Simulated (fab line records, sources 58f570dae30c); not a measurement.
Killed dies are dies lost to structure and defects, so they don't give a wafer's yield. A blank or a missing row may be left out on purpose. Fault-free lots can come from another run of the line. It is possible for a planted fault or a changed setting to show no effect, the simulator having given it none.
Matching of chambers    flow berkeley-cmos170    4 sister chambers for UCB170_ZERO_ETCH_06 on rie-diel-01
The step etches SiO2 in CHF3/CF4/Ar, time 12 s. 4 wafers are shown with their chamber, then 7 later ones without.

WAFERS, EACH WITH ITS CHAMBER
wafer   chamber  throttle-valve-pct (%)
L805.3  0        9.32
L807.5  2        9.57
L807.6  1        9.53
L816.5  3        9.00

WAFERS WITHOUT THEIR CHAMBER
wafer   throttle-valve-pct (%)
L816.6  9.30
L823.1  9.52
L823.2  9.00
L823.6  9.54
L826.1  8.98
L826.2  9.53
L826.6  9.54

WHICH CHAMBER EACH ONE RAN IN
wafer   from the rows above      in truth
L816.6  0                        0
L823.1  1                        1
L823.2  3                        3
L823.6  can't be placed: 1 or 2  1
L826.1  3                        3
L826.2  1                        1
L826.6  can't be placed: 1 or 2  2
Correctly placed: 5 of 7. Unplaceable from these rows: 2, with the true chamber sitting among the candidates in 2. Placed wrongly: 0.
How it was worked out, from the rows above alone: a wafer's distance from a chamber is the root of the sum, over the readings, of the square of ((its reading less the chamber's mean) divided by the reading's scatter). If the next closest chamber is less than 2 further off than the closest, the wafer can't be placed; otherwise it belongs to the closest. Each chamber's mean is taken over the wafers shown for it. The scatter: with one shown wafer a chamber, the root of the mean of the squares of how far each hidden wafer lies from its nearest shown one.
